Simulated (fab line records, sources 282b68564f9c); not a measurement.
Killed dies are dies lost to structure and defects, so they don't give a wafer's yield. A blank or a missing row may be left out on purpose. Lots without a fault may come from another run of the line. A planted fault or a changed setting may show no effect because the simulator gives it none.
fab line records | flow rit_cmos
record lots=15 wafers=45 last_day=7
route steps=202 shown GATE@84
lots that met no fault: from a run of the same line without faults
start_h: hours from the record's first day to the start of the lot's first wafer shown | wait_h: hours since the lot's step before | " the same as in the row above | L1.1+2: a row that stands for several wafers | - no value, or no start given | * or withheld: withheld | < > ~ a bound
route shown NAME@n: a module of which the file shows steps, and the number in the route of the first | usual: mean/standard deviation of fault-free wafers | same: alike in all rows | chamber/n: place in a boat | sites: the reading at each site | _std_site: their standard deviation | _edge_site: outer sites' mean less inner sites' | radius_mm: how far each site lies from the wafer's centre | mask NAME#n: copy n | behind: the tool/chamber that last shaped the wafer | hold: why the lot was held/for how many hours/how that ended | device: the transistor (n, p or np) that didn't switch | end of line: the same wafers' tests at the end of the route | a step without rows: its recipe alone | killed: dies lost to structure and defects at the first sort, not the wafer's yield | map: a wafer's dies, x killed, . not, _ none there
set.NAME: the setting as run; set.NAME@STEP: as run at that earlier step | model.NAME: the simulator's own value behind a step, which no gauge read
steps of the route over a sample of lots; a table a step, a row a wafer
services: from which hour (start_h, from the record's first day; less than 0 if before it) a tool's chamber was out of use, for how many hours, and why
## steps
# step RIT_GATE_CVD_08
# recipe material=poly-Si target_thk_nm=250 temp_c=610 precursor=SiH4 time_s=2220 pressure_mtorr=300 sih4_flow_sccm=100
# usual sih4_flow_sccm=100.0/0.34 spike_tc_centre_C=612.2/1.1 spike_tc_load_C=632.3/2.2 spike_tc_source_C=629.4/2.5 susceptor_temp_C=609.94/0.27
# columns lot.wafer tool chamber start_h wait_h sih4_flow_sccm spike_tc_centre_C spike_tc_load_C spike_tc_source_C susceptor_temp_C
L704.3 lpcvd-01 1 34.15 0.0 100.5 611.2 631.5 629.0 610.06
L704.4 " 1 " " 100.2 612.1 629.1 629.1 609.94
L704.5 " 1 " " 100.4 613.4 630.3 629.2 609.97
L705.2 lpcvd-01 1 39.24 0.0 100.1 611.5 631.9 627.6 609.97
L705.3 " 1 " " 100.4 612.0 630.8 627.9 609.64
L705.4 " 1 " " 100.4 612.3 628.6 629.9 610.08
L708.1 lpcvd-02 1 53.44 0.1 99.9 614.2 635.4 630.3 610.19
L708.3 " 1 " " 99.5 610.7 634.8 631.2 610.34
L708.6 " 1 " " 99.5 614.2 636.6 631.6 609.87
L710.1 lpcvd-01 0 63.69 0.1 99.4 611.6 629.1 624.3 610.30
L710.3 " 0 " " 99.4 613.1 631.2 624.6 609.36
L710.6 " 0 " " 99.2 612.4 632.8 626.6 609.64
L711.3 lpcvd-02 1 69.74 0.0 99.9 611.9 636.8 631.6 610.21
L711.4 " 1 " " 100.5 611.5 636.7 630.4 609.99
L711.6 " 1 " " 100.2 609.9 633.6 632.0 610.01
L712.3 lpcvd-02 1 74.83 0.0 100.4 612.6 636.2 630.1 609.83
L712.4 " 1 " " 100.1 611.0 634.3 631.9 610.05
L712.6 " 1 " " 99.8 612.1 635.7 631.0 610.06
L713.3 lpcvd-02 1 78.78 0.0 100.0 626.2 648.0 646.4 624.51
L713.4 " 1 " " 100.3 624.8 650.3 646.7 624.52
L713.5 " 1 " " 99.9 627.0 650.3 644.1 624.64
L715.1 lpcvd-02 1 88.11 0.1 100.4 625.7 650.2 646.3 624.23
L715.3 " 1 " " 100.1 627.1 648.8 645.7 624.45
L715.4 " 1 " " 100.1 626.6 650.6 646.7 624.33
L716.1 lpcvd-02 1 96.07 0.1 100.5 626.0 649.1 644.7 623.76
L716.3 " 1 " " 100.3 626.9 649.6 646.2 624.42
L716.6 " 1 " " 100.2 623.5 649.0 644.0 624.01
L718.1 lpcvd-01 0 103.74 0.1 99.9 612.5 631.1 626.4 610.22
L718.2 " 0 " " 99.6 611.5 630.2 625.3 609.79
L718.3 " 0 " " 99.7 612.9 629.4 627.2 609.84
L722.1 lpcvd-01 0 123.53 0.3 100.2 614.0 630.2 624.3 610.39
L722.4 " 0 " " 100.1 612.9 630.3 625.2 609.64
L722.6 " 0 " " 99.9 613.4 630.3 625.6 609.98
L723.3 lpcvd-01 1 129.85 0.0 99.5 610.9 629.9 629.8 610.46
L723.4 " 1 " " 99.9 612.6 629.5 628.8 610.22
L723.5 " 1 " " 100.0 612.6 631.5 628.9 610.97
L725.3 lpcvd-01 1 143.23 0.0 100.0 611.7 630.2 629.5 609.72
L725.5 " 1 " " 100.1 612.0 629.5 628.5 610.01
L725.6 " 1 " " 100.2 610.5 632.5 628.1 610.37
L726.1 lpcvd-01 0 144.85 0.4 100.0 612.9 630.5 626.9 610.06
L726.4 " 0 " " 99.5 612.1 629.6 627.0 609.83
L726.5 " 0 " " 100.3 613.9 630.8 625.8 610.04
L727.2 lpcvd-02 1 151.25 0.0 100.1 612.8 633.6 630.8 609.87
L727.3 " 1 " " 100.3 612.4 632.4 631.4 609.54
L727.5 " 1 " " 100.5 611.9 634.5 630.7 609.43
# step RIT_GATE_THK_MEAS_09
# recipe reads=poly-Si_of_GATE_CVD_08
# usual GATE_POLY_THK=248.0/2.2
# columns lot.wafer tool chamber start_h wait_h GATE_POLY_THK[nm]
L704.3 film_metro-04 - 35.79 0.0 247.6
L704.4 " - " " 246.4
L704.5 " - " " 249.1
L705.2 film_metro-03 - 40.87 0.0 248.8
L705.3 " - " " 248.7
L705.4 " - " " 245.9
L708.1 film_metro-02 - 55.05 0.0 249.1
L708.3 " - " " 248.2
L708.6 " - " " 247.9
L710.1 film_metro-03 - 65.31 0.0 246.3
L710.3 " - " " 245.2
L710.6 " - " " 246.2
L711.3 film_metro-04 - 71.37 0.0 249.2
L711.4 " - " " 248.7
L711.6 " - " " 246.7
L712.3 film_metro-04 - 76.47 0.0 251.3
L712.4 " - " " 250.8
L712.6 " - " " 252.3
L713.3 film_metro-02 - 80.42 0.0 346.3
L713.4 " - " " 349.0
L713.5 " - " " 348.4
L715.1 film_metro-04 - 89.73 0.0 350.8
L715.3 " - " " 353.6
L715.4 " - " " 348.8
L716.1 film_metro-04 - 97.68 0.0 348.9
L716.3 " - " " 351.5
L716.6 " - " " 348.0
L718.1 film_metro-04 - 105.36 0.0 244.5
L718.2 " - " " 248.1
L718.3 " - " " 248.2
L722.1 film_metro-02 - 125.15 0.0 247.7
L722.4 " - " " 246.5
L722.6 " - " " 245.8
L723.3 film_metro-03 - 131.48 0.0 250.6
L723.4 " - " " 250.2
L723.5 " - " " 249.7
L725.3 film_metro-02 - 144.87 0.0 247.2
L725.5 " - " " 247.2
L725.6 " - " " 245.1
L726.1 film_metro-03 - 146.46 0.0 244.6
L726.4 " - " " 245.9
L726.5 " - " " 245.7
L727.2 film_metro-03 - 152.88 0.0 248.9
L727.3 " - " " 248.0
L727.5 " - " " 247.5
# step RIT_GATE_ETCH_19
# recipe chemistry=SF6/CHF3/O2 time_s=165 SF6_flow_sccm=30 CHF3_flow_sccm=30 O2_flow_sccm=5 target=poly-Si pressure_mtorr=40 rf_w=160 target_depth_a=3125 over_etch_frac=0.25 stop_on=SiO2
# usual chamber_pressure_mTorr=40.00/0.037 drypump_motor_current_A=5.8/0.55 oes_product_au=0.846/0.016 throttle_valve_pct=10.22/0.15
# columns lot.wafer tool chamber start_h wait_h chamber_pressure_mTorr drypump_motor_current_A oes_product_au rf_hours_counter_h throttle_valve_pct
L704.3 rie_si-01 0 37.11 0.1 40.01 6.0 0.854 3 10.02
L704.4 " 3 " " 39.98 6.1 0.872 151 10.38
L704.5 " 3 " " 40.04 6.1 0.884 - 10.38
L705.2 rie_si-02 3 42.28 0.1 40.01 6.6 0.841 34 10.10
L705.3 " 0 " " 40.05 4.8 0.857 81 10.17
L705.4 " 2 " " 39.99 5.2 0.823 38 10.42
L708.1 rie_si-01 1 56.27 0.1 40.07 5.5 0.849 48 10.17
L708.3 " 2 " " 40.01 6.1 0.851 0 10.17
L708.6 " 1 " " 39.98 5.5 0.855 - 10.17
L710.1 rie_si-01 0 66.52 0.1 40.01 5.9 0.852 4 10.01
L710.3 " 1 " " 40.03 5.5 0.847 48 10.16
L710.6 " 2 " " 40.06 6.0 0.834 - 10.12
L711.3 rie_si-02 3 72.69 0.1 39.97 6.6 0.836 35 10.08
L711.4 " 1 " " 40.03 6.1 0.845 142 10.41
L711.6 " 0 " " 39.97 4.8 0.835 - 10.18
L712.3 rie_si-01 0 77.72 0.1 40.03 6.0 0.861 4 10.01
L712.4 " 3 " " 40.04 6.1 0.881 151 10.39
L712.6 " 2 " " 39.93 6.1 0.861 - 10.15
L713.3 rie_si-02 3 81.62 0.1 40.03 6.6 0.990 35 10.09
L713.4 " 2 " " 40.01 5.2 0.973 38 10.42
L713.5 " 2 " " 40.01 5.2 0.976 - 10.41
L715.1 rie_si-02 0 90.95 0.1 40.04 4.8 1.021 81 10.17
L715.3 " 1 " " 40.04 6.1 1.013 142 10.41
L715.4 " 3 " " 39.93 6.6 0.983 35 10.10
L716.1 rie_si-01 3 98.97 0.1 40.03 6.1 1.054 151 10.40
L716.3 " 2 " " 40.07 6.1 1.017 1 10.15
L716.6 " 2 " " 40.10 6.1 1.020 - 10.14
L718.1 rie_si-01 1 106.70 0.1 40.04 5.5 0.846 49 10.16
L718.2 " 3 " " 40.04 6.1 0.871 151 10.39
L718.3 " 0 " " 39.99 6.0 0.858 4 10.03
L722.1 rie_si-01 0 126.49 0.1 39.99 6.0 0.846 4 10.01
L722.4 " 1 " " 40.02 5.5 0.847 - 10.17
L722.6 " 0 " " 40.04 6.0 0.839 - 9.99
L723.3 rie_si-02 2 132.95 0.1 39.97 5.2 0.826 39 10.43
L723.4 " 3 " " 40.08 6.6 0.833 35 10.09
L723.5 " 3 " " 40.01 6.6 0.835 - 10.08
L725.3 rie_si-02 3 146.19 0.1 39.99 6.6 0.821 35 10.09
L725.5 " 1 " " 40.04 6.1 0.851 - 10.40
L725.6 " 0 " " 40.01 4.8 0.849 - 10.19
L726.1 rie_si-01 3 147.68 0.1 40.02 6.1 0.822 0 10.38
L726.4 " 0 " " 40.07 6.0 0.852 4 10.01
L726.5 " 1 " " 40.01 5.5 0.849 - 10.17
L727.2 rie_si-02 2 154.21 0.1 40.00 5.2 0.830 39 10.42
L727.3 " 0 " " 39.97 4.8 0.846 81 10.19
L727.5 " 0 " " 39.95 4.8 0.864 - 10.17
## services
# columns tool chamber start_h hours kind
rie_si-01 - 12.92 0.2 repair
rie_si-01 3 91.95 5.7 repair
rie_si-01 3 106.80 - clean
rie_si-01 3 106.80 28.7 scheduled_down
rie_si-01 3 106.80 28.7 vent_cycle
rie_si-01 1 116.99 3.6 repair
rie_si-02 1 149.10 - clean
rie_si-02 1 149.10 19.1 scheduled_down
rie_si-02 1 149.10 19.1 vent_cycle
## key
first_sign step=RIT_GATE_CVD_08 reading=susceptor_temp_C direction=up sigmas=52 usual=* struck=*
effect step=RIT_GATE_CVD_08 reading=spike_tc_centre_C direction=up sigmas=13 usual=612.2 struck=626.0
effect step=RIT_GATE_THK_MEAS_09 reading=GATE_POLY_THK direction=up sigmas=47 usual=248.0 struck=349.5
effect step=RIT_GATE_ETCH_19 reading=oes_product_au direction=up sigmas=9.9 usual=0.846 struck=1.005
met_at RIT_GATE_CVD_08
struck_lots L713,L715,L716
later_rows_left_out L713.3,L713.4,L713.5,L715.1,L715.3,L715.4,L716.1,L716.3,L716.6
sort_left_out L713.3,L713.4,L713.5,L715.1,L715.3,L715.4,L716.1,L716.3,L716.6
tester_left_out L713,L715,L716
onset_between 74.83 78.78
fault kind=process_parameter_drift tool=lpcvd-02 chamber=- onset_h=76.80 steps=RIT_GATE_CVD_08 channel=temp_c offset=* shape=step end_h=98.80 acts_in=* stated=*
# tester_left_out: of these lots the tester's yield and bins aren't shown, on N5 and GAA mostly nor the transistor test; their killed dies are dies lost to structure and defects alone, not to doping, threshold or leakage, so they don't give the yield
# sort_left_out: the simulated sort isn't trusted on such a fault, so these wafers' sort isn't shown, and their yield isn't known
# later_rows_left_out: the simulator's readings of these wafers behind a module that went badly wrong aren't trusted and aren't shown, but for the sort
